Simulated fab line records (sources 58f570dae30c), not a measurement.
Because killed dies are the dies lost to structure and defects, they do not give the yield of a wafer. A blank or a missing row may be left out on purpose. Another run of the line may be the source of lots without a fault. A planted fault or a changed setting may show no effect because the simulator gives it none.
fab line records | flow berkeley_cmos170 | part 1 of 2: steps 1 to 25 of 36
record: lots: 5 wafers: 15 last_day: 13
route steps=331 shown ZERO@8 NWELL@14 PWELL@34
lots with no fault: from the same line, run without faults
start_h: hours from the record's first day to the start of the lot's first wafer shown | wait_h: time in hours since the lot's previous step | " identical to the entry in the row above | L1.1+2: one row covering several wafers at once | - no value, or no start given | * or withheld: withheld | < > ~ a bound
route shown NAME@n: NAME is a module with steps in the file, n the number in the route of the first one | usual: mean/standard deviation taken from wafers without a fault | same: alike in all rows | chamber/n: place in a boat | sites: readings site by site | _std_site: the values' standard deviation | _edge_site: inner sites' mean taken away from outer sites' mean | radius_mm: for every site, how far away it sits from the centre of the wafer | mask NAME#n: copy n | behind: the tool/chamber that last shaped the wafer | hold: why the lot was held/for how many hours/how that ended | device: the transistor (n, p or np) that didn't switch | end of line: at the end of the route, the tests of the same wafers | for a step that has no rows: nothing shown but its recipe | killed: not the wafer's yield, but the dies lost to structure and defects at the first sort | map: the dies of a wafer, with x for killed, . for not killed, _ for no die there
set.NAME: the setting as run; set.NAME@STEP: as run at that earlier step | model.NAME: the simulator's own value behind a step, which no gauge read
a table for each step, a row for each wafer; lots at some steps of the route
services: the hour from which a tool's chamber was out of use, counted from the record's first day as start_h (under 0 if before that day), plus the number of hours and why
== steps ==
step: UCB170_ZERO_SOFTBAKE_02
recipe: resist: KrF temp_c: 130 time_s: 60
usual: resist_line_temp_C: 23.01/0.096
columns lot.wafer tool chamber start_h wait_h resist_line_temp_C
L077.3 litho_track-04 0 36.63 0.1 23.28
L077.4 " 0 " " 23.20
L077.5 " 0 " " 23.05
L083.4 litho_track-01 0 66.59 0.1 23.05
L083.5 " 0 " " 22.98
L083.6 " 0 " " 22.83
L090.1 litho_track-04 0 104.34 0.1 23.01
L090.4 " 0 " " 23.00
L090.6 " 0 " " 23.00
L093.1 litho_track-01 0 120.53 0.1 22.85
L093.2 " 0 " " 22.90
L093.6 " 0 " " 22.99
L096.1 litho_track-03 0 129.74 0.1 22.92
L096.3 " 0 " " 22.91
L096.4 " 0 " " 22.95
step: UCB170_ZERO_EXPOSE_03
recipe: mask_id: PM_MARKS na: 0.5 sigma_outer: 0.6 source_shape: conventional target_cd_nm: 4000 dose_mj: 30
same: sigma_outer: 0.6
columns lot.wafer tool chamber start_h wait_h mask
L077.3+4+5 krf_scanner-01 0 36.90 0.2 PM_MARKS#0
L083.4+5+6 krf_scanner-02 0 66.85 0.2 PM_MARKS#0
L090.1+4+6 krf_scanner-02 0 104.49 0.1 PM_MARKS#0
L093.1+2+6 krf_scanner-02 0 120.92 0.4 PM_MARKS#0
L096.1+3+4 krf_scanner-02 0 129.89 0.1 PM_MARKS#0
step: UCB170_ZERO_PEB_04
recipe: peb_temp_c: 130 peb_time_s: withheld resist: KrF
usual: resist_line_temp_C: 23.01/0.11
columns lot.wafer tool chamber start_h wait_h resist_line_temp_C
L077.3 litho_track-03 0 37.32 0.4 23.07
L077.4 " 0 " " 23.00
L077.5 " 0 " " 23.10
L083.4 litho_track-03 0 67.13 0.3 23.06
L083.5 " 0 " " 22.86
L083.6 " 0 " " 23.02
L090.1 litho_track-03 0 104.61 0.1 22.87
L090.4 " 0 " " 23.00
L090.6 " 0 " " 22.97
L093.1 litho_track-04 0 121.03 0.1 23.02
L093.2 " 0 " " 23.12
L093.6 " 0 " " 23.03
L096.1 litho_track-03 0 130.01 0.1 22.91
L096.3 " 0 " " 23.03
L096.4 " 0 " " 22.98
step: UCB170_ZERO_DEVELOP_05
recipe: developer: TMAH develop_time_s: 45 resist: KrF dev_temp_c: 21
usual: resist_line_temp_C: 22.99/0.11
same: develop_time_s: 45
columns lot.wafer tool chamber start_h wait_h resist_line_temp_C
L077.3 litho_track-03 0 - - 23.07
L077.4 " 0 " " 23.06
L077.5 " 0 " " 23.05
L083.4 litho_track-03 0 - - 23.01
L083.5 " 0 " " 22.97
L083.6 " 0 " " 22.98
L090.1 litho_track-03 0 - - 23.21
L090.4 " 0 " " 23.00
L090.6 " 0 " " 23.00
L093.1 litho_track-04 0 - - 22.81
L093.2 " 0 " " 23.01
L093.6 " 0 " " 23.07
L096.1 litho_track-03 0 - - 23.21
L096.3 " 0 " " 23.23
L096.4 " 0 " " 23.05
step: UCB170_ZERO_ETCH_06
recipe: chemistry: CHF3/CF4/Ar target: SiO2 time_s: 12 pressure_mtorr: 100 rf_w: 500 CHF3_flow_sccm: 50 cf4_flow_sccm: 10 Ar_flow_sccm: 120 over_etch_frac: 1.58
usual: drypump_motor_current_A: 5.6/0.34 mfc_ar_sccm: 120.0/0.32 oes_product_au: 0.618/0.0099 throttle_valve_pct: 9.24/0.17
columns lot.wafer tool chamber start_h wait_h drypump_motor_current_A mfc_ar_sccm oes_product_au rf_hours_counter_h throttle_valve_pct
L077.3 rie_diel-01 2 37.54 - 5.4 119.8 0.622 175 9.29
L077.4 " 1 " " 5.6 119.7 0.622 - 9.57
L077.5 " 2 " " 5.3 119.8 0.615 - 9.29
L083.4 rie_diel-04 3 67.33 - 6.0 120.0 0.606 9 9.26
L083.5 " 3 " " 6.0 120.0 0.615 - 9.28
L083.6 " 2 " " 5.6 120.1 0.616 - 9.39
L090.1 rie_diel-03 2 104.88 - 5.7 119.8 0.629 56 9.03
L090.4 " 1 " " 6.0 120.0 0.613 7 9.42
L090.6 " 3 " " 5.6 120.3 0.600 - 9.01
L093.1 rie_diel-04 3 121.31 - 6.0 119.6 0.606 11 9.28
L093.2 " 2 " " 5.6 119.4 0.614 11 9.37
L093.6 " 2 " " 5.6 120.6 0.618 - 9.38
L096.1 rie_diel-03 1 130.28 - 5.9 119.8 0.609 7 9.42
L096.3 " 3 " " 5.5 120.6 0.606 93 9.03
L096.4 " 2 " " 5.6 120.3 0.636 57 9.02
step: UCB170_ZERO_STRIP_07
recipe: chemistry: O2 power_w: 400 pressure_mtorr: 3500 platen_temp_c: withheld o2_flow_sccm: 400 overash_fraction: 0.5
usual: drypump_motor_current_A: 5.6/0.44 oes_product_au: 0.728/0.0046 strip_time_to_endpoint_s: 21.49/0.055
same: overash_fraction: 0.5
columns lot.wafer tool chamber start_h wait_h drypump_motor_current_A oes_product_au rf_hours_counter_h strip_time_to_endpoint_s
L077.3 plasma_asher-01 1 37.60 0.0 6.0 0.734 - 21.50
L077.4 " 0 " " 6.0 0.724 - 21.45
L077.5 " 1 " " 6.0 0.731 - 21.41
L083.4 plasma_asher-03 1 67.38 0.0 5.6 0.728 - 21.55
L083.5 " 1 " " 5.6 0.733 - 21.49
L083.6 " 0 " " 4.8 0.725 - 21.47
L090.1 plasma_asher-01 0 104.91 0.0 6.0 0.731 39 21.46
L090.4 " 1 " " 6.0 0.734 - 21.49
L090.6 " 0 " " 6.0 0.730 - 21.53
L093.1 plasma_asher-03 0 121.33 0.0 4.8 0.734 0 21.52
L093.2 " 1 " " 5.6 0.730 0 21.39
L093.6 " 1 " " 5.6 0.726 - 21.51
L096.1 plasma_asher-01 1 130.31 0.0 6.0 0.724 42 21.45
L096.3 " 0 " " 6.0 0.732 - 21.51
L096.4 " 1 " " 6.0 0.725 - 21.45
step: UCB170_NWELL_WET_ETCH_00
recipe: chemistry: dHF dilution: 25:1 target: SiO2 temp_c: 25 time_s: 200
columns lot.wafer tool chamber start_h wait_h
L077.3+4+5 wet_bench-03 2 41.61 4.0
L083.4+5+6 wet_bench-01 1 70.33 2.9
L090.1+4+6 wet_bench-03 2 105.01 0.1
L093.1+2+6 wet_bench-03 2 121.91 0.5
L096.1+3+4 wet_bench-01 0 130.55 0.2
step: UCB170_NWELL_OXIDATION_01
recipe: temp_c: 1000 ambient: O2 target_thk_a: 264 ox_time_s: 1260
usual: zone_power_centre_pct: 50/3.1
columns lot.wafer tool chamber start_h wait_h zone_power_centre_pct
L077.3 furnace-02 0 45.53 3.8 53
L077.4 " 0 " " 53
L077.5 " 0 " " 53
L083.4 furnace-04 0 73.71 3.3 49
L083.5 " 0 " " 49
L083.6 " 0 " " 49
L090.1 furnace-04 0 107.54 2.5 49
L090.4 " 0 " " 49
L090.6 " 0 " " 49
L093.1 furnace-04 0 125.41 3.4 49
L093.2 " 0 " " 49
L093.6 " 0 " " 49
L096.1 furnace-02 0 135.94 5.3 53
L096.3 " 0 " " 53
L096.4 " 0 " " 53
step: UCB170_NWELL_THK_MEAS_02
recipe: reads: SiO2_of_NWELL_OXIDATION_01
usual: NWELL_OXIDE_THK: 26.3/0.46
columns lot.wafer tool chamber start_h wait_h NWELL_OXIDE_THK[nm]
L077.3 film_metro-04 - 46.90 0.0 26.8
L077.4 " - " " 26.5
L077.5 " - " " 26.8
L083.4 film_metro-04 - 75.09 0.0 26.1
L083.5 " - " " 26.4
L083.6 " - " " 26.4
L090.1 film_metro-03 - 108.89 0.0 25.6
L090.4 " - " " 25.6
L090.6 " - " " 25.5
L093.1 film_metro-03 - 126.76 0.0 25.3
L093.2 " - " " 25.4
L093.6 " - " " 25.8
L096.1 film_metro-03 - 137.29 0.0 25.7
L096.3 " - " " 25.5
L096.4 " - " " 25.9
step: UCB170_NWELL_ANNEAL_03
recipe: temp_c: 1000 time_s: 900 ambient: N2
usual: zone_power_centre_pct: 49/4.6
columns lot.wafer tool chamber start_h wait_h zone_power_centre_pct
L077.3 furnace-02 0 51.06 4.2 53
L077.4 " 0 " " 53
L077.5 " 0 " " 52
L083.4 furnace-01 0 79.59 4.5 44
L083.5 " 0 " " 43
L083.6 " 0 " " 44
L090.1 furnace-01 0 116.14 7.2 43
L090.4 " 0 " " 44
L090.6 " 0 " " 44
L093.1 furnace-02 0 131.86 5.1 53
L093.2 " 0 " " 54
L093.6 " 0 " " 53
L096.1 furnace-01 0 137.43 0.1 45
L096.3 " 0 " " 43
L096.4 " 0 " " 44
step: UCB170_NWELL_CVD_04
recipe: material: Si3N4 target_thk_nm: 224 temp_c: 800 precursor: SiH2Cl2/NH3 time_s: 3360 pressure_mtorr: 200 sih2cl2_flow_sccm: 25 nh3_flow_sccm: 75
usual: nh3_flow_sccm: 74.97/0.22 zone_power_centre_pct: 37.3/1.7
columns lot.wafer tool chamber start_h wait_h nh3_flow_sccm zone_power_centre_pct
L077.3 lpcvd-02 0 52.31 0.0 75.26 38.7
L077.4 " 0 " " 75.01 39.9
L077.5 " 0 " " 74.99 39.4
L083.4 lpcvd-02 0 80.84 0.0 75.31 39.5
L083.5 " 0 " " 75.17 39.2
L083.6 " 0 " " 75.37 39.2
L090.1 lpcvd-02 0 117.39 0.0 74.81 39.6
L090.4 " 0 " " 74.90 39.2
L090.6 " 0 " " 74.69 39.2
L093.1 lpcvd-01 0 133.11 0.0 75.02 36.4
L093.2 " 0 " " 75.00 36.4
L093.6 " 0 " " 74.95 36.9
L096.1 lpcvd-01 1 138.68 0.0 74.74 37.4
L096.3 " 1 " " 74.68 36.9
L096.4 " 1 " " 75.01 37.3
step: UCB170_NWELL_THK_MEAS_05
recipe: reads: Si3N4_of_NWELL_CVD_04
usual: NWELL_NITRIDE_THK: 225.0/2
columns lot.wafer tool chamber start_h wait_h NWELL_NITRIDE_THK[nm]
L077.3 film_metro-01 - 54.32 0.1 222.6
L077.4 " - " " 224.2
L077.5 " - " " 225.5
L083.4 film_metro-04 - 82.81 0.0 224.2
L083.5 " - " " 224.0
L083.6 " - " " 225.2
L090.1 film_metro-01 - 119.32 0.0 224.4
L090.4 " - " " 226.1
L090.6 " - " " 223.2
L093.1 film_metro-04 - 136.01 0.0 225.0
L093.2 " - " " 226.6
L093.6 " - " " 225.6
L096.1 film_metro-04 - 141.58 0.0 223.8
L096.3 " - " " 222.5
L096.4 " - " " 220.8
step: UCB170_NWELL_HMDS_06
recipe: prime_time_s: 60 prime_temp_c: 100
usual: resist_line_temp_C: 22.98/0.099
columns lot.wafer tool chamber start_h wait_h resist_line_temp_C
L077.3 litho_track-03 0 54.54 0.2 22.95
L077.4 " 0 " " 23.03
L077.5 " 0 " " 22.96
L083.4 litho_track-02 0 82.91 0.1 22.99
L083.5 " 0 " " 22.79
L083.6 " 0 " " 22.94
L090.1 litho_track-03 0 119.38 0.1 22.83
L090.4 " 0 " " 22.88
L090.6 " 0 " " 23.05
L093.1 litho_track-01 0 136.07 0.1 23.19
L093.2 " 0 " " 23.09
L093.6 " 0 " " 23.14
L096.1 litho_track-01 0 141.69 0.1 22.85
L096.3 " 0 " " 22.96
L096.4 " 0 " " 22.87
step: UCB170_NWELL_COAT_07
recipe: resist: KrF spin_rpm: 1500 resist_thk_nm: 900
usual: resist_line_temp_C: 22.99/0.1
columns lot.wafer tool chamber start_h wait_h resist_line_temp_C
L077.3 litho_track-03 0 54.69 0.1 22.96
L077.4 " 0 " " 23.08
L077.5 " 0 " " 22.92
L083.4 litho_track-02 0 83.06 0.1 23.08
L083.5 " 0 " " 23.17
L083.6 " 0 " " 23.14
L090.1 litho_track-03 0 119.53 0.1 22.99
L090.4 " 0 " " 23.01
L090.6 " 0 " " 22.82
L093.1 litho_track-01 0 136.22 0.1 22.95
L093.2 " 0 " " 23.02
L093.6 " 0 " " 23.04
L096.1 litho_track-01 0 141.84 0.1 23.06
L096.3 " 0 " " 22.90
L096.4 " 0 " " 22.95
step: UCB170_NWELL_SOFTBAKE_08
recipe: resist: KrF temp_c: 130 time_s: 60
usual: resist_line_temp_C: 23.01/0.098
columns lot.wafer tool chamber start_h wait_h resist_line_temp_C
L077.3 litho_track-03 0 54.84 0.1 22.94
L077.4 " 0 " " 22.92
L077.5 " 0 " " 23.01
L083.4 litho_track-02 0 83.21 0.1 22.93
L083.5 " 0 " " 22.86
L083.6 " 0 " " 22.96
L090.1 litho_track-03 0 119.68 0.1 22.85
L090.4 " 0 " " 22.90
L090.6 " 0 " " 22.94
L093.1 litho_track-01 0 136.37 0.1 23.00
L093.2 " 0 " " 22.88
L093.6 " 0 " " 23.17
L096.1 litho_track-01 0 141.99 0.1 23.11
L096.3 " 0 " " 23.12
L096.4 " 0 " " 23.03
step: UCB170_NWELL_EXPOSE_09
recipe: mask_id: NWELL target_cd_nm: 3000 na: 0.5 sigma_outer: 0.6 source_shape: conventional dose_mj: 25
same: sigma_outer: 0.6
columns lot.wafer tool chamber start_h wait_h mask
L077.3+4+5 krf_scanner-02 0 54.98 0.1 NWELL#0
L083.4+5+6 krf_scanner-01 0 83.47 0.2 NWELL#0
L090.1+4+6 krf_scanner-01 0 119.83 0.1 NWELL#0
L093.1+2+6 krf_scanner-02 0 136.52 0.1 NWELL#0
L096.1+3+4 krf_scanner-02 0 142.45 0.4 NWELL#0
step: UCB170_NWELL_PEB_10
recipe: peb_temp_c: 130 peb_time_s: withheld resist: KrF
usual: resist_line_temp_C: 23.00/0.1
columns lot.wafer tool chamber start_h wait_h resist_line_temp_C
L077.3 litho_track-02 0 55.10 0.1 23.16
L077.4 " 0 " " 22.97
L077.5 " 0 " " 23.07
L083.4 litho_track-01 0 83.60 0.1 23.02
L083.5 " 0 " " 23.17
L083.6 " 0 " " 23.04
L090.1 litho_track-03 0 119.95 0.1 23.05
L090.4 " 0 " " 22.94
L090.6 " 0 " " 23.08
L093.1 litho_track-03 0 136.63 0.1 23.10
L093.2 " 0 " " 23.14
L093.6 " 0 " " 23.00
L096.1 litho_track-02 0 142.64 0.2 22.87
L096.3 " 0 " " 22.95
L096.4 " 0 " " 22.98
step: UCB170_NWELL_DEVELOP_11
recipe: developer: TMAH develop_time_s: 45 resist: KrF dev_temp_c: 21
usual: resist_line_temp_C: 23.00/0.12
same: develop_time_s: 45
columns lot.wafer tool chamber start_h wait_h resist_line_temp_C
L077.3 litho_track-02 0 - - 23.02
L077.4 " 0 " " 22.85
L077.5 " 0 " " 22.94
L083.4 litho_track-01 0 - - 22.97
L083.5 " 0 " " 22.80
L083.6 " 0 " " 22.99
L090.1 litho_track-03 0 - - 22.96
L090.4 " 0 " " 23.01
L090.6 " 0 " " 22.98
L093.1 litho_track-03 0 - - 22.91
L093.2 " 0 " " 22.89
L093.6 " 0 " " 22.95
L096.1 litho_track-02 0 - - 23.11
L096.3 " 0 " " 22.88
L096.4 " 0 " " 22.95
step: UCB170_NWELL_OVL_MEAS_12
usual: NWELL_OVL: -2/4.8
columns lot.wafer tool chamber start_h wait_h NWELL_OVL[nm]
L077.3 overlay-02 - 55.34 - 5
L077.4 " - " " 5
L077.5 " - " " 3
L083.4 overlay-02 - 83.82 - -2
L083.5 " - " " -3
L083.6 " - " " -8
L090.1 overlay-02 - 120.22 - 0
L090.4 " - " " 0
L090.6 " - " " 0
L093.1 overlay-01 - 136.91 - -1
L093.2 " - " " -1
L093.6 " - " " 1
L096.1 overlay-01 - 142.91 - 1
L096.3 " - " " 1
L096.4 " - " " 1
step: UCB170_NWELL_ETCH_13
recipe: chemistry: CH3F/Ar/O2 target: Si3N4 stop_on: SiO2 CH3F_flow_sccm: 20 Ar_flow_sccm: 50 O2_flow_sccm: 7 pressure_mtorr: 50 rf_w: 450 target_depth_a: 2464 over_etch_frac: 0.1 time_s: 154
usual: drypump_motor_current_A: 5.8/0.36 mfc_ar_sccm: 50.00/0.13 oes_product_au: 0.942/0.013 throttle_valve_pct: 8.04/0.14
columns lot.wafer tool chamber start_h wait_h drypump_motor_current_A mfc_ar_sccm oes_product_au rf_hours_counter_h throttle_valve_pct
L077.3 rie_diel-04 0 55.37 0.0 6.4 49.87 0.935 148 7.88
L077.4 " 2 " " 5.6 49.93 0.943 9 8.21
L077.5 " 3 " " 6.0 50.04 0.927 - 8.10
L083.4 rie_diel-02 1 83.84 0.0 5.4 49.94 0.939 164 8.09
L083.5 " 0 " " 5.8 49.89 0.944 - 8.08
L083.6 " 1 " " 5.4 50.01 0.933 - 8.09
L090.1 rie_diel-04 0 120.26 0.0 6.4 49.82 0.941 150 7.88
L090.4 " 2 " " 5.6 50.28 0.947 11 8.24
L090.6 " 0 " " 6.4 50.03 0.935 - 7.88
L093.1 rie_diel-03 1 136.95 0.0 5.9 50.23 0.941 7 8.25
L093.2 " 3 " " 5.5 50.21 0.934 93 7.83
L093.6 " 0 " " 5.9 49.89 0.956 - 8.05
L096.1 rie_diel-02 0 142.95 0.0 5.8 49.72 0.941 14 8.11
L096.3 " 3 " " 6.1 50.00 0.932 6 8.25
L096.4 " 1 " " 5.4 50.00 0.915 1 8.08
step: UCB170_NWELL_IMPLANT_14
recipe: species: P dose_cm2: 1e+13 energy_kev: 150 tilt_deg: 7
columns lot.wafer tool chamber start_h wait_h
L077.3+4+5 implanter-01 0 55.52 0.1
L083.4+5+6 implanter-04 0 84.02 0.1
L090.1+4+6 implanter-01 0 120.36 0.1
L093.1+2+6 implanter-01 0 137.05 0.1
L096.1+3+4 implanter-03 0 143.05 0.1
step: UCB170_NWELL_STRIP_15
recipe: chemistry: O2 power_w: 400 pressure_mtorr: 3500 platen_temp_c: withheld o2_flow_sccm: 400 overash_fraction: 0.5
usual: drypump_motor_current_A: 5.4/0.43 oes_product_au: 0.721/0.0046 strip_time_to_endpoint_s: 18.01/0.088
same: overash_fraction: 0.5
columns lot.wafer tool chamber start_h wait_h drypump_motor_current_A oes_product_au rf_hours_counter_h strip_time_to_endpoint_s
L077.3 plasma_asher-03 0 55.65 0.1 4.8 0.722 - 18.04
L077.4 " 1 " " 5.6 0.721 - 18.10
L077.5 " 1 " " 5.6 0.722 - 18.15
L083.4 plasma_asher-02 1 84.12 0.1 5.1 0.712 - 17.95
L083.5 " 0 " " 5.6 0.722 - 18.00
L083.6 " 1 " " 5.1 0.723 - 17.97
L090.1 plasma_asher-03 0 120.51 0.1 4.8 0.719 0 17.86
L090.4 " 1 " " 5.6 0.722 - 17.93
L090.6 " 0 " " 4.8 0.726 - 17.86
L093.1 plasma_asher-03 0 137.20 0.1 4.8 0.717 2 17.93
L093.2 " 1 " " 5.6 0.712 2 17.97
L093.6 " 1 " " 5.5 0.723 - 18.02
L096.1 plasma_asher-02 1 143.20 0.1 5.1 0.723 39 18.00
L096.3 " 0 " " 5.6 0.722 - 18.17
L096.4 " 1 " " 5.1 0.727 - 17.88
step: UCB170_NWELL_TW_MEAS_16
usual: NWELL_TW: 1257/12
columns lot.wafer tool chamber start_h wait_h NWELL_TW
L077.3 film_metro-04 - 55.74 0.1 1280
L077.4 " - " " 1272
L077.5 " - " " 1268
L083.4 film_metro-03 - 84.22 0.1 1258
L083.5 " - " " 1258
L083.6 " - " " 1256
L090.1 film_metro-01 - 120.61 0.1 1251
L090.4 " - " " 1247
L090.6 " - " " 1244
L093.1 film_metro-04 - 137.30 0.1 1274
L093.2 " - " " 1268
L093.6 " - " " 1275
L096.1 film_metro-03 - 143.30 0.1 1260
L096.3 " - " " 1257
L096.4 " - " " 1260
step: UCB170_NWELL_CLEAN_17
recipe: chemistry: SPM temp_c: 120 time_s: 600
usual: bath_guard_temp_C: 120.0/0.32
columns lot.wafer tool chamber start_h wait_h bath_guard_temp_C
L077.3 wet_bench-04 2 55.80 0.1 119.4
L077.4 " 2 " " 120.0
L077.5 " 2 " " 119.7
L083.4 wet_bench-04 2 84.25 0.0 120.1
L083.5 " 2 " " 119.9
L083.6 " 2 " " 120.1
L090.1 wet_bench-03 0 121.70 1.1 120.1
L090.4 " 0 " " 119.9
L090.6 " 0 " " 120.5
L093.1 wet_bench-04 1 137.36 0.1 120.0
L093.2 " 1 " " 120.0
L093.6 " 1 " " 119.6
L096.1 wet_bench-03 2 146.89 3.6 120.3
L096.3 " 2 " " 120.4
L096.4 " 2 " " 120.5
step: UCB170_NWELL_WET_ETCH_18
recipe: chemistry: H3PO4 target: Si3N4 temp_c: 160 time_s: 14400
usual: bath_guard_temp_C: 160.1/0.31
columns lot.wafer tool chamber start_h wait_h bath_guard_temp_C
L077.3 wet_bench-04 0 55.99 0.0 159.6
L077.4 " 0 " " 160.3
L077.5 " 0 " " 159.6
L083.4 wet_bench-03 3 84.44 0.0 159.8
L083.5 " 3 " " 159.8
L083.6 " 3 " " 160.0
L090.1 wet_bench-03 0 121.98 0.1 159.7
L090.4 " 0 " " 159.7
L090.6 " 0 " " 159.9
L093.1 wet_bench-03 2 137.57 0.0 160.3
L093.2 " 2 " " 160.6
L093.6 " 2 " " 160.1
L096.1 wet_bench-01 3 147.39 0.3 160.3
L096.3 " 3 " " 160.3
L096.4 " 3 " " 159.9
